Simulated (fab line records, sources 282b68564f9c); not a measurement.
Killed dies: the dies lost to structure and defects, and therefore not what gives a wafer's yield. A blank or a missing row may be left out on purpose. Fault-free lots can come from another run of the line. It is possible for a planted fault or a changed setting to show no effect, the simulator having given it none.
A struck lot beside a sound one || flow rit_cmos || 18 steps out of a route of 202
Sound: these wafers, L561.1, L561.4, L561.5. The struck wafers were L563.1, L563.3, L563.6. The cause is given at the end.
At each step with rows: each side's tool, then ch and its chambers, then its first start. Under that, the readings that differ: sound wafers || struck wafers || difference of the means || sigmas: that difference in standard deviations of wafers without a fault.
alike: same words and numbers on both sides, and readings whose means sit less than 2 such deviations apart. not compared: any withheld reading, any reading some wafer has no value for, any bound like >300 that may hide the same value, and any number with overlapping values for which the record gives no deviation.
A row with sigmas, a row that says differs or no value, or rows on one side alone: a step with any of these is where the two part. Numbers that have no deviation but don't overlap get no sigmas and don't part them. Lack of a reading on every wafer of one side parts them only where that side has two or more wafers.

first, 1 step without rows for these wafers: RIT_PLDD_IMPLANT_08.
RIT_PLDD_STRIP_09: strips in O2, time 180 s.
  sound on plasma_asher-02 ch 0,1, day 5 06:28; struck on plasma_asher-04 ch 0,1, day 5 17:30
  alike: drypump_motor_current_A
  not compared: rf_hours_counter_h
RIT_PLDD_TW_MEAS_10:
  struck on film_metro-03, day 5 17:41; sound on film_metro-02, day 5 06:39
{"reading": "PLDD_TW", "sound": "2384 2396 2397", "struck": "2313 2333 2325", "difference": -69, "sigmas": -2}
then, 4 steps without rows for these wafers: RIT_SPACER_CLEAN_00 (cleans in SC1, time 600 s); RIT_SPACER_CLEAN_01 (cleans in dHF, time 30 s); RIT_SPACER_CLEAN_02 (cleans in SC2, time 600 s); RIT_SPACER_CVD_03 (deposits Si3N4 from SiH2Cl2/NH3, target thk 250 nm, time 3300 s).
RIT_SPACER_THK_MEAS_04:
  struck on film_metro-01, day 5 20:01; sound on film_metro-03, day 5 08:59
  alike: SPACER_NITRIDE_THK
RIT_SPACER_ETCHBACK_05: etches Si3N4 in SF6/CHF3, stops on SiO2, target depth 250 nm, time 240 s.
  sound on rie_diel-01 ch 0,3, day 5 09:03; struck on rie_diel-03 ch 0,1, day 5 20:05
  alike: drypump_motor_current_A, oes_product_au, throttle_valve_pct
  not compared: rf_hours_counter_h
then, 3 steps without rows for these wafers: RIT_NSD_HMDS_00 (prime time 60 s); RIT_NSD_COAT_01 (resist thk 1000 nm); RIT_NSD_SOFTBAKE_02 (time 60 s).
RIT_NSD_EXPOSE_03: exposes mask M9, target cd 40700 nm.
  sound on iline_stepper-02 ch 0, day 5 09:47; struck on iline_stepper-02 ch 0, day 5 20:41
{"reading": "model.NSD.overlay_x_nm (nm)", "sound": "1.303 1.303 1.303", "struck": "359.4 359.4 359.4", "difference": "+358.1", "sigmas": ""}
  alike: mask
then, 2 steps without rows for these wafers: RIT_NSD_PEB_04; RIT_NSD_DEVELOP_05 (develop time 50 s).
RIT_NSD_OVL_MEAS_06:
  struck on overlay-02, day 5 21:05; sound on overlay-02, day 5 10:11
{"reading": "NSD_OVL (nm)", "sound": "1.8 2.0 0.2", "struck": "359.2 359.3 359.3", "difference": "+357.9", "sigmas": "+99 or more"}
then, 1 step without rows for these wafers: RIT_NSD_HARDBAKE_07 (time 60 s).
RIT_M1_PROBE_99:
  struck on prober-02, day 6 07:49; sound on prober-02, day 5 20:16
{"reading": "model.etest.select_edge_diode_n.over_limit", "sound": "0 0 0", "struck": "1 1 1", "difference": "+1", "sigmas": ""}
  alike: killed_at_contacts, killed_at_front_end, killed_dies, killed_open, killed_short

## WHERE THEY PART
Last at RIT_NSD_OVL_MEAS_06 as far as this record goes, first at RIT_PLDD_TW_MEAS_10. Later steps at which nothing parts them and some readings are alike: RIT_M1_PROBE_99.

WHY: what had been put in by the simulator
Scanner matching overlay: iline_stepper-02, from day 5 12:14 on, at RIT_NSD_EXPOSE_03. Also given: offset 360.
